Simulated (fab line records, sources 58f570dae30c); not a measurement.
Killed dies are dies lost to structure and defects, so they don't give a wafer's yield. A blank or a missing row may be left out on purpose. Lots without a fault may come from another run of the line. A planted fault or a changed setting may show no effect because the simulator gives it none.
Chamber matching | flow berkeley_cmos170 | UCB170_ZERO_ETCH_06 on rie_diel-01: 4 sister chambers
The step etches SiO2 in CHF3/CF4/Ar, time 12 s. 4 wafers are shown with their chamber, then 7 later ones without.

WAFERS WITH THEIR CHAMBER
wafer  | chamber | drypump_motor_current_A (A)
L129.1 | 2       | 5.1
L129.6 | 0       | 5.4
L131.1 | 1       | 6.3
L131.2 | 3       | 5.6

WAFERS WITHOUT THEIR CHAMBER
wafer  | drypump_motor_current_A (A)
L131.4 | 5.1
L132.1 | 5.4
L132.3 | 6.4
L132.6 | 5.7
L134.1 | 5.1
L134.2 | 5.7
L134.5 | 5.7

WHICH CHAMBER EACH WENT THROUGH
wafer  | from the rows above | in truth
L131.4 | 2                   | 2
L132.1 | 0                   | 0
L132.3 | 1                   | 1
L132.6 | 3                   | 3
L134.1 | 2                   | 2
L134.2 | 3                   | 3
L134.5 | 3                   | 3
Placed correctly: 7 of 7. Can't be placed from these rows: 0. Placed wrongly: 0.
How it was worked out, from the rows above alone: a wafer's distance from a chamber is the root of the sum, over the readings, of the square of ((its reading less the chamber's mean) divided by the reading's scatter). The wafer belongs to the nearest chamber; if the next one is less than 2 further off, it can't be placed. A chamber's mean is the mean of its shown wafers. The scatter: with one shown wafer a chamber, the root of the mean of the squares of how far each hidden wafer lies from its nearest shown one.
